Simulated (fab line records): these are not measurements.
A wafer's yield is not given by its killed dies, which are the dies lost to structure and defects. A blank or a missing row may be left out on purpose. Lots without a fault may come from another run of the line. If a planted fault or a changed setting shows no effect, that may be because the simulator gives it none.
Which tool is to blame?    flow berkeley cmos170    16 lots, 48 wafers sampled, at 5 steps of a route of 331

WHAT THE GAUGES SHOWED, per wafer
UCB170_WELLDRIVE_THK_MEAS_02. Usual: WELLDRIVE_OXIDE_THK gives 196 nm (standard deviation 3.4).
lot   measured     on             WELLDRIVE_OXIDE_THK (nm)  flag
L509  day 3 11:03  film metro-02  198 197 198               
L510  day 3 15:48  film metro-04  188 192 191               
L511  day 3 20:37  film metro-03  194 194 194               
L512  day 4 02:38  film metro-02  196 198 194               
L513  day 4 11:17  film metro-03  193 195 200               
L514  day 4 11:18  film metro-02  198 198 197               
L516  day 4 18:20  film metro-02  198 193 194               
L517  day 5 09:38  film metro-03  201 200 199               
L518  day 5 20:02  film metro-02  198 196 196               
L519  day 5 20:02  film metro-03  201 197 199               
L520  day 5 20:02  film metro-04  190 194 191               
L528  day 7 11:09  film metro-02  197 198 202               
L529  day 7 11:10  film metro-04  201 206 202               
L530  day 7 20:33  film metro-04  196 198 196               
L531  day 8 01:53  film metro-04  199 198 198               
L532  day 8 07:50  film metro-03  197 198 198               

UCB170_ACTIVE_THK_MEAS_03. Usual: ACTIVE_OXIDE_THK gives 26.1 nm (standard deviation 0.41).
lot   measured     on             ACTIVE_OXIDE_THK (nm)  flag
L509  day 3 20:27  film metro-04  26.3 26.4 26.2         
L510  day 4 02:05  film metro-01  25.6 25.7 25.9         
L511  day 4 04:54  film metro-01  26.1 26.4 26.3         
L512  day 4 11:58  film metro-03  26.5 26.5 26.6         
L513  day 4 22:16  film metro-01  26.2 26.0 26.3         
L514  day 4 22:20  film metro-01  25.9 25.9 26.2         
L516  day 5 02:13  film metro-01  26.1 26.0 25.8         
L517  day 5 18:14  film metro-03  37.7 37.8 37.5         OFF
L518  day 6 03:55  film metro-03  38.3 37.5 37.4         OFF
L519  day 6 03:55  film metro-01  37.2 37.1 37.0         OFF
L520  day 6 03:55  film metro-04  38.2 38.2 38.5         OFF
L528  day 7 21:01  film metro-03  26.0 25.8 26.5         
L529  day 7 21:05  film metro-04  26.9 26.2 26.7         
L530  day 8 07:17  film metro-03  26.3 26.6 26.3         
L531  day 8 13:17  film metro-04  26.3 26.2 26.2         
L532  day 8 13:17  film metro-01  27.0 26.8 26.7         

UCB170_ACTIVE_CD_MEAS_90: target cd 1200 nm. Usual: cd nm 1199.9 nm, standard deviation 1.4.
lot   measured     on         cd nm (nm)            flag
L509  day 4 04:04  cd sem-01  1199.7 1198.3 1200.1  
L510  day 4 09:02  cd sem-01  1202.0 1199.8 1199.4  
L511  day 4 14:04  cd sem-02  1199.6 1197.1 1199.2  
L512  day 4 20:55  cd sem-01  1200.0 1199.9 1199.1  
L513  day 5 05:26  cd sem-01  1201.0 1201.2 1202.2  
L514  day 5 05:44  cd sem-01  1199.8 1200.3 1199.6  
L516  day 5 11:16  cd sem-02  1200.6 1200.0 1200.6  
L517  day 6 00:28  cd sem-01  1198.5 1198.1 1199.3  
L518  day 6 13:57  cd sem-01  1201.9 1203.2 1202.5  
L519  day 6 13:51  cd sem-02  1199.3 1199.7 1199.0  
L520  day 6 13:44  cd sem-01  1198.7 1200.0 1199.6  
L528  day 8 07:17  cd sem-02  1199.7 1200.3 1199.6  
L529  day 8 07:32  cd sem-01  1199.4 1199.8 1199.5  
L530  day 8 15:03  cd sem-01  1202.0 1201.4 1203.3  
L531  day 8 20:44  cd sem-02  1199.8 1199.7 1201.0  
L532  day 8 20:50  cd sem-01  1198.4 1198.3 1197.1  

EACH LOT AND THE TOOL THAT RAN IT (in order: tool; ch and the chambers of the sampled wafers; start)
lot   UCB170_ACTIVE_OXIDATION_02    UCB170_ACTIVE_STRIP_16
L509  furnace-02 ch 0, day 3 19:06  plasma asher-01 ch 0,1, day 4 03:58
L510  furnace-02 ch 0, day 4 00:42  plasma asher-03 ch 0,1, day 4 08:46
L511  furnace-02 ch 0, day 4 03:33  plasma asher-01 ch 0,1, day 4 13:49
L512  furnace-03 ch 0, day 4 10:37  plasma asher-03 ch 0,1, day 4 20:49
L513  furnace-02 ch 0, day 4 20:55  plasma asher-03 ch 0,1, day 5 05:20
L514  furnace-02 ch 0, day 4 20:55  plasma asher-01 ch 0,1, day 5 05:37
L516  furnace-02 ch 0, day 5 00:51  plasma asher-04 ch 0,1, day 5 11:09
L517  furnace-02 ch 0, day 5 16:52  plasma asher-04 ch 0,1, day 6 00:21
L518  furnace-02 ch 0, day 6 02:33  plasma asher-03 ch 0,1, day 6 13:50
L519  furnace-02 ch 0, day 6 02:33  plasma asher-01 ch 0,1, day 6 13:44
L520  furnace-02 ch 0, day 6 02:33  plasma asher-03 ch 0,1, day 6 13:38
L528  furnace-03 ch 0, day 7 19:40  plasma asher-01 ch 0,1, day 8 07:11
L529  furnace-03 ch 0, day 7 19:40  plasma asher-03 ch 0,1, day 8 07:25
L530  furnace-03 ch 0, day 8 05:56  plasma asher-04 ch 0,1, day 8 14:57
L531  furnace-02 ch 0, day 8 11:56  plasma asher-01 ch 1, day 8 20:37
L532  furnace-02 ch 0, day 8 11:56  plasma asher-03 ch 1, day 8 20:43
- UCB170_ACTIVE_OXIDATION_02: target thk 26.4 nm, ox time 1260 s.
- UCB170_ACTIVE_STRIP_16: strips in O2.

WHAT THE TOOLS THEMSELVES READ (means of the sampled wafers that have a number; where no wafer has one, the mark that the record gives instead)
UCB170_ACTIVE_OXIDATION_02. Usual: ox temp c max 1006.1, standard deviation 1.4; tube center temp C 1000.0 C, standard deviation 0.1.
lot   tool        ox temp c max  tube center temp C (C)  flag
L509  furnace-02  1006.1         1000.0                  
L510  furnace-02  1005.6         1000.0                  
L511  furnace-02  1006.8         1000.0                  
L512  furnace-03  1004.2         1000.0                  
L513  furnace-02  1007.9         1000.1                  
L514  furnace-02  1006.8         1000.0                  
L516  furnace-02  1007.2         1000.0                  
L517  furnace-02  1006.6         1000.1                  
L518  furnace-02  1007.5         1000.1                  
L519  furnace-02  1006.7         999.9                   
L520  furnace-02  1005.9         1000.0                  
L528  furnace-03  1004.0         1000.0                  
L529  furnace-03  1003.8         1000.0                  
L530  furnace-03  1003.6         1000.0                  
L531  furnace-02  1006.0         999.9                   
L532  furnace-02  1007.2         1000.1                  

UCB170_ACTIVE_STRIP_16. Usual: drypump motor current A 5.46 A, standard deviation 0.26; oes product au 0.721 a.u., standard deviation 0.0047; strip time to endpoint s 18.09 s, standard deviation 0.1.
lot   tool             drypump motor current A (A)  oes product au (a.u.)  strip time to endpoint s (s)  flag
L509  plasma asher-01  5.40                         0.716                  18.07                         
L510  plasma asher-03  5.30                         0.724                  18.14                         
L511  plasma asher-01  5.40                         0.721                  18.19                         
L512  plasma asher-03  5.41                         0.718                  18.02                         
L513  plasma asher-03  5.29                         0.721                  18.06                         
L514  plasma asher-01  5.55                         0.724                  18.16                         
L516  plasma asher-04  5.84                         0.719                  18.23                         
L517  plasma asher-04  6.00                         0.723                  17.99                         
L518  plasma asher-03  5.29                         0.720                  18.10                         
L519  plasma asher-01  5.40                         0.718                  18.13                         
L520  plasma asher-03  5.29                         0.726                  17.97                         
L528  plasma asher-01  5.40                         0.722                  18.32                         
L529  plasma asher-03  5.40                         0.721                  18.01                         
L530  plasma asher-04  5.86                         0.723                  18.13                         
L531  plasma asher-01  5.24                         0.725                  18.24                         
L532  plasma asher-03  5.50                         0.721                  18.01                         

THE ANSWER, worked out from the rows above alone
Rule: take the mean of a lot's wafers that have a number; if it is more than 3 standard deviations from the usual mean, the lot is off. Also off: a lot with no number at a reading for which 4 or more lots have one. The other lots that the step has rows for count as sound. After the gauges, taken in route order, come the tools' own readings; for these a lot's mean is taken, as printed above. At the first step where some lot is off, the reading lying furthest off is the one used; lots without a number count as furthest.
Off: at UCB170_ACTIVE_THK_MEAS_03 (ACTIVE_OXIDE_THK), L517, L518, L519, L520.
If a tool, at a process step before that reading, ran all the lots that are off and no sound lot after the first of them, it fits. Gauges at UCB170_ACTIVE_THK_MEAS_03: tried the same way as those tools. Of those tried, none fits.

WHAT THE SIMULATOR HAD PUT IN
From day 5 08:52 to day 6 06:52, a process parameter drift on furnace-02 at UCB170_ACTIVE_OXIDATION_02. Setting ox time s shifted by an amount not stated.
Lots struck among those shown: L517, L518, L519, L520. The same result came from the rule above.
